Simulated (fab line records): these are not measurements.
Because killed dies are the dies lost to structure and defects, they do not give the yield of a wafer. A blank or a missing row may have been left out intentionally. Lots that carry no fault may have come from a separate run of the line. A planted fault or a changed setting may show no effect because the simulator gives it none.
Check for tools in common + flow rit_cmos + Lots sampled 14, wafers sampled 42

## WHAT PROMPTED THE OPENING
2 of 14 lots carry a flag on the reading PRETRO_TW at RIT_PRETRO_TW_MEAS_10. Wafers without a fault read 472.7, standard deviation 2.6.
Rule: a lot gets a flag if all its wafers with a number sit over 4 standard deviations from that mean, or if no wafer of it has a number. The rest of the lots are taken to be sound.

| lot  | measured    | on            | PRETRO_TW, wafer by wafer | flag    |
|------|-------------|---------------|---------------------------|---------|
| L477 | day 2 07:33 | film_metro-04 | 476.5 476.2 476.1         |         |
| L478 | day 2 12:01 | film_metro-04 | 472.2 475.0 475.3         |         |
| L482 | day 3 08:50 | film_metro-04 | 477.2 481.3 475.8         |         |
| L483 | day 3 13:02 | film_metro-03 | 474.0 470.3 472.3         |         |
| L485 | day 3 23:46 | film_metro-03 | 471.6 472.3 471.6         |         |
| L486 | day 4 05:29 | film_metro-04 | 473.9 475.1 472.9         |         |
| L487 | day 4 09:53 | film_metro-01 | 469.1 469.7 468.9         |         |
| L489 | day 4 19:59 | film_metro-04 | 472.5 472.9 473.0         |         |
| L491 | day 5 05:13 | film_metro-03 | 471.8 468.6 471.4         |         |
| L493 | day 5 15:15 | film_metro-01 | 470.3 469.3 472.5         |         |
| L494 | day 5 20:31 | film_metro-01 | 517.1 517.8 517.6         | FLAGGED |
| L495 | day 6 01:28 | film_metro-03 | 475.1 471.5 472.8         |         |
| L496 | day 6 08:58 | film_metro-04 | 523.4 517.9 520.4         | FLAGGED |
| L500 | day 7 04:39 | film_metro-04 | 475.0 476.4 475.3         |         |
The numbers of the flagged lots are 519.0 on average: +46.3 against the usual, or +18 standard deviations.

## WHICH TOOL RAN EACH LOT
The record keeps 1 process step preceding the reading, out of 202 steps on the route. In each cell: the tool, then ch and the chambers that the sampled wafers went through, then the start.
| lot  | flag    | RIT_PRETRO_IMPLANT_08          |
|------|---------|--------------------------------|
| L477 |         | implanter-01 ch 0, day 2 07:14 |
| L478 |         | implanter-01 ch 0, day 2 11:43 |
| L482 |         | implanter-02 ch 0, day 3 08:33 |
| L483 |         | implanter-03 ch 0, day 3 12:43 |
| L485 |         | implanter-01 ch 0, day 3 23:27 |
| L486 |         | implanter-03 ch 0, day 4 05:10 |
| L487 |         | implanter-01 ch 0, day 4 09:35 |
| L489 |         | implanter-01 ch 0, day 4 19:41 |
| L491 |         | implanter-02 ch 0, day 5 04:54 |
| L493 |         | implanter-02 ch 0, day 5 14:56 |
| L494 | FLAGGED | implanter-02 ch 0, day 5 20:11 |
| L495 |         | implanter-03 ch 0, day 6 01:08 |
| L496 | FLAGGED | implanter-02 ch 0, day 6 08:39 |
| L500 |         | implanter-03 ch 0, day 7 04:20 |
These steps, and what they do:
- RIT_PRETRO_IMPLANT_08
- RIT_PRETRO_TW_MEAS_10

## FLAGGED OVER TOTAL, TOOL BY TOOL (the gauges that took the reading come last)
| step                  | tool          | lots run | flagged | share of the flagged lots | sound lots run after its first flagged lot |
|-----------------------|---------------|----------|---------|---------------------------|--------------------------------------------|
| RIT_PRETRO_IMPLANT_08 | implanter-01  | 5        | 0       | none                      | -                                          |
| RIT_PRETRO_IMPLANT_08 | implanter-02  | 5        | 2       | all                       | 0                                          |
| RIT_PRETRO_IMPLANT_08 | implanter-03  | 4        | 0       | none                      | -                                          |
| RIT_PRETRO_TW_MEAS_10 | film_metro-01 | 3        | 1       | some                      | 0                                          |
| RIT_PRETRO_TW_MEAS_10 | film_metro-03 | 4        | 0       | none                      | -                                          |
| RIT_PRETRO_TW_MEAS_10 | film_metro-04 | 7        | 1       | some                      | 1 (L500)                                   |

## WHAT THE TABLE PERMITS
In the table, 1 row covers all flagged lots: implanter-02 at RIT_PRETRO_IMPLANT_08.
- implanter-02 at RIT_PRETRO_IMPLANT_08: 2 of its 5 lots flagged. It ran its last sound lot, L493, at day 5 14:56 and its first flagged lot, L494, at day 5 20:11: a fault with its onset between the two fits. Its own readings lie more than 4 standard deviations out on every wafer of the flagged lots: dose_ions_cm2, faraday_current_uA.
Left over: one tool, implanter-02 at RIT_PRETRO_IMPLANT_08.

## WHAT THE SIMULATOR HAD PUT IN
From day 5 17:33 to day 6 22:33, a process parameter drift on implanter-02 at RIT_PRETRO_IMPLANT_08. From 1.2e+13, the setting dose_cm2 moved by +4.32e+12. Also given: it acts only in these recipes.
Struck lots among those shown: L494, L496. The rule above reached the same finding.
